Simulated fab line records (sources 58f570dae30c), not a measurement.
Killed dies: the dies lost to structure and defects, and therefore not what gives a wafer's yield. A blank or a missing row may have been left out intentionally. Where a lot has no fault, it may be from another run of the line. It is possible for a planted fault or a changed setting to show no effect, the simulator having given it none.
The same fault as seen by 2 desks    flow berkeley cmos170    every desk sees just its own numbers, and what lay behind them comes last

== TOOL OWNER'S DESK, rtp anneal-01 ==
The tool's own readings at UCB170_CONTACT_RTA_08 (time 10 s): means of the sampled wafers that have a number, for each lot that ran on this tool. A lot is out of limits, marked OUT, if its mean lies more than 4 standard deviations from the usual mean; the brackets give that distance.
Columns: A = chamber o2 ppm at UCB170_CONTACT_RTA_08, usual 1.999; B = lamp power pct at UCB170_CONTACT_RTA_08, usual 27.4 %; C = wafer_temp_C_max at UCB170_CONTACT_RTA_08, usual 903.5
lot   first seen here  A      B     C
L825  day 8 15:25      2.011  25.0  902.0
L824  day 8 16:07      2.011  24.9  902.1
L826  day 9 10:10      2.009  24.9  902.1
L829  day 9 15:25      2.014  25.0  902.3
L830  day 10 04:31     2.013  24.0  887.6 (-11) OUT
L834  day 10 19:43     2.000  24.0  887.4 (-12) OUT
Finding of this desk: L830, L834 out of limits; the first was L830 at day 10 04:31, on wafer_temp_C_max at UCB170_CONTACT_RTA_08. Within limits: L825, L824, L826, L829.

== FROM THE METROLOGY DESK ==
What the gauges read for every lot (on any tool): the sampled wafers with a number, averaged. A lot is out of limits, marked OUT, if its mean lies more than 4 standard deviations from the usual mean; the brackets give that distance.
Columns: A = PLDD_OVL at UCB170_PLDD_OVL_MEAS_07, usual -1 nm; B = M1_OVL at UCB170_M1_OVL_MEAS_10, usual 2 nm
lot   first seen here  A    B
L821  day 7 08:26      2    3
L824  day 7 21:23      8    2
L823  day 7 21:38      1    11
L825  day 7 21:53      -3   -5
L826  day 8 12:33      -5   5
L829  day 8 18:56      0    -6
L830  day 9 07:52      -3   3
L834  day 10 01:26     -5   2
L835  day 10 01:53     -2   4
L839  day 10 14:47     -11  -1
L837  day 10 15:02     -2   9
L841  day 11 13:18     5    2
L843  day 11 14:01     -2   -3
L844  day 11 20:42     -3   4
Finding of this desk: none of the 14 lots has anything out of limits.

== TAKEN TOGETHER ==
An alarm could have come from the tool owner's desk at day 10 04:31, on L830, L834.
Metrology desk: nothing out of limits seen.
The metrology desk has L830, L834 on record, within its limits.
All the named lots went through UCB170_CONTACT_RTA_08 on rtp anneal-01.

== WHAT THE SIMULATOR HAD PUT IN ==
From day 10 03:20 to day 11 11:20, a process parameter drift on rtp anneal-01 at UCB170_CONTACT_RTA_08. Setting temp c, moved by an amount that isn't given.
Shown lots that were struck: L830, L834.
Each desk's first reading out of limits, in hours after the fault started: the tool owner's desk, 1.
